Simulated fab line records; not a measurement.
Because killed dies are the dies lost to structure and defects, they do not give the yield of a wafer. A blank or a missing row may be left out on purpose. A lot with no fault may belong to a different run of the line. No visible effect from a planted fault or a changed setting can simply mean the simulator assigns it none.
fab line records + flow rit-cmos
[record]
- lots = 15
- wafers = 45
- last-day = 7
route steps=202 shown GATE@81
lots with no fault: from the same line, run without faults
start-h: start of the lot's first displayed wafer, in hours after the record's first day + wait-h: hours from the lot's prior step to this one + " the same as in the row above + L1.1+2: a single row standing in for several wafers + - either no value or no given start + * or withheld: withheld + < > ~ a bound
route shown NAME@n: NAME is a module with steps in the file, n the number in the route of the first one + usual: mean/standard deviation taken from wafers without a fault + same: alike in all rows + chamber/n: place in a boat + sites: the reading at each site + _std_site: the standard deviation of these + _edge_site: inner sites' mean taken away from outer sites' mean + radius-mm: for every site, how far away it sits from the centre of the wafer + mask NAME#n: copy n + behind: the last tool/chamber to shape the wafer + hold: what put the lot on hold/how long, in hours/how the hold closed + device: which transistor (n, p or np) failed to switch + end of line: tests run on the same wafers once the route is complete + where a step has no rows: the recipe by itself + killed: not the wafer's yield, but the dies lost to structure and defects at the first sort + map: the dies of a wafer, with x for killed, . for not killed, _ for no die there
set.NAME: the setting that was run; set.NAME@STEP: the one run at that earlier step + model.NAME: the simulator's own value behind a step, which no gauge read
a sample of lots followed through the steps of the route, with each step as a table and each wafer as a row
services: a tool's chamber out of use, with start hour (start-h, from the record's first day; less than 0 if before it), hours out, and reason
[[steps]]
[step RIT_GATE_OXIDATION_05]
[recipe]
- temp-c = 900
- ambient = O2
- target-thk-a = 30
- ox-time-s = 270
[usual]
- ox-temp-c = 900.0/0.4
- ox-temp-c-max = 904.2/1.7
- zone-power-load-pct = 27.8/2
| lot.wafer | tool       | chamber | start-h | wait-h | ox-temp-c | ox-temp-c-max | zone-power-load-pct |
|-----------|------------|---------|---------|--------|-----------|---------------|---------------------|
| L581.3    | furnace-03 | 0       | 32.03   | 0.0    | 899.4     | 901.9         | 30.8                |
| L581.4    | "          | 0       | "       | "      | 900.2     | 902.9         | 30.3                |
| L581.5    | "          | 0       | "       | "      | 899.7     | 902.8         | 31.1                |
| L583.2    | furnace-02 | 0       | 41.58   | 0.0    | 900.1     | 904.6         | 25.9                |
| L583.3    | "          | 0       | "       | "      | 900.3     | 907.3         | 25.6                |
| L583.4    | "          | 0       | "       | "      | 900.7     | 906.5         | 25.9                |
| L584.1    | furnace-02 | 0       | 47.74   | 0.1    | 900.1     | 907.2         | 26.0                |
| L584.3    | "          | 0       | "       | "      | 900.0     | 905.0         | 25.6                |
| L584.6    | "          | 0       | "       | "      | 900.4     | 906.5         | 25.9                |
| L585.1    | furnace-03 | 0       | 52.05   | 0.2    | 900.3     | 903.0         | 30.3                |
| L585.5    | "          | 0       | "       | "      | 900.7     | 904.7         | 30.6                |
| L585.6    | "          | 0       | "       | "      | 900.9     | 904.4         | 30.4                |
| L587.4    | furnace-04 | 0       | 66.49   | 3.7    | 900.7     | 903.4         | 28.7                |
| L587.5    | "          | 0       | "       | "      | 900.3     | 903.7         | 29.2                |
| L587.6    | "          | 0       | "       | "      | 899.6     | 901.7         | 29.0                |
| L589.1    | furnace-02 | 0       | 82.23   | 0.1    | 900.4     | 905.2         | 25.9                |
| L589.2    | "          | 0       | "       | "      | 900.4     | 906.7         | 25.7                |
| L589.6    | "          | 0       | "       | "      | 900.2     | 906.6         | 25.7                |
| L592.1    | furnace-02 | -       | 92.05   | 1.7    | -         | -             | -                   |
| L592.3    | "          | -       | "       | "      | -         | -             | -                   |
| L592.5    | "          | -       | "       | "      | -         | -             | -                   |
| L593.1    | furnace-02 | -       | 93.13   | 0.3    | -         | -             | -                   |
| L593.3    | "          | -       | "       | "      | -         | -             | -                   |
| L593.5    | "          | -       | "       | "      | -         | -             | -                   |
| L594.3    | furnace-04 | -       | 98.55   | 0.0    | -         | -             | -                   |
| L594.4    | "          | -       | "       | "      | -         | -             | -                   |
| L594.5    | "          | -       | "       | "      | -         | -             | -                   |
| L596.1    | furnace-02 | 0       | 108.68  | 0.1    | 899.5     | 904.6         | 25.9                |
| L596.5    | "          | 0       | "       | "      | 899.8     | 905.5         | 25.7                |
| L596.6    | "          | 0       | "       | "      | 899.9     | 905.1         | 25.9                |
| L597.3    | furnace-02 | 0       | 112.05  | 0.2    | 900.5     | 906.2         | 25.7                |
| L597.4    | "          | 0       | "       | "      | 899.9     | 905.4         | 25.5                |
| L597.5    | "          | 0       | "       | "      | 900.1     | 906.6         | 25.3                |
| L598.3    | furnace-04 | 0       | 119.00  | 1.0    | 899.4     | 902.2         | 28.5                |
| L598.5    | "          | 0       | "       | "      | 900.0     | 902.2         | 28.6                |
| L598.6    | "          | 0       | "       | "      | 900.0     | 903.1         | 29.3                |
| L599.2    | furnace-04 | 0       | 123.94  | 0.5    | 900.3     | 902.8         | 29.0                |
| L599.4    | "          | 0       | "       | "      | 899.3     | 902.5         | 28.8                |
| L599.6    | "          | 0       | "       | "      | 899.7     | 902.8         | 28.8                |
| L600.3    | furnace-04 | 0       | 129.83  | 0.6    | 899.9     | 903.3         | 28.6                |
| L600.4    | "          | 0       | "       | "      | 899.7     | 902.1         | 28.6                |
| L600.5    | "          | 0       | "       | "      | 899.8     | 902.3         | 28.6                |
| L603.3    | furnace-02 | 0       | 143.12  | 0.0    | 900.2     | 904.9         | 26.0                |
| L603.4    | "          | 0       | "       | "      | 899.8     | 907.1         | 26.0                |
| L603.6    | "          | 0       | "       | "      | 899.6     | 905.7         | 25.8                |
[[services]]
| tool       | chamber | start-h | hours | kind |
|------------|---------|---------|-------|------|
| furnace-03 | -       | 118.24  | 3.2   | pm   |
| furnace-04 | -       | 120.33  | 3.6   | pm   |
| furnace-04 | -       | 138.93  | 7.3   | pm   |
[[key]]
[first-sign]
- step = RIT_GATE_OXIDATION_05
- reading = tool-record
- direction = missing
effect none on later readings
met-at RIT_GATE_OXIDATION_05
struck-lots L592,L593,L594
later-rows-left-out L592.1,L592.3,L592.5,L593.1,L593.3,L593.5,L594.3,L594.4,L594.5
sort-left-out L592.1,L592.3,L592.5,L593.1,L593.3,L593.5,L594.3,L594.4,L594.5
tester-left-out L592,L593,L594
onset-between 82.23 92.05
[fault]
- kind = skipped-step-whole
- tool = furnace-02,furnace-04
- chamber = -
- onset-h = 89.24
- steps = RIT_GATE_OXIDATION_05
- scope = struck-lots-only
// tester-left-out: of these lots the tester's yield and bins aren't shown, on N5 and GAA mostly nor the transistor test; their killed dies are dies lost to structure and defects alone, not to doping, threshold or leakage, so they don't give the yield
// sort-left-out: the simulated sort isn't trusted on such a fault, so these wafers' sort isn't shown, and their yield isn't known
// later-rows-left-out: the simulator's readings of these wafers behind a module that went badly wrong aren't trusted and aren't shown, but for the sort
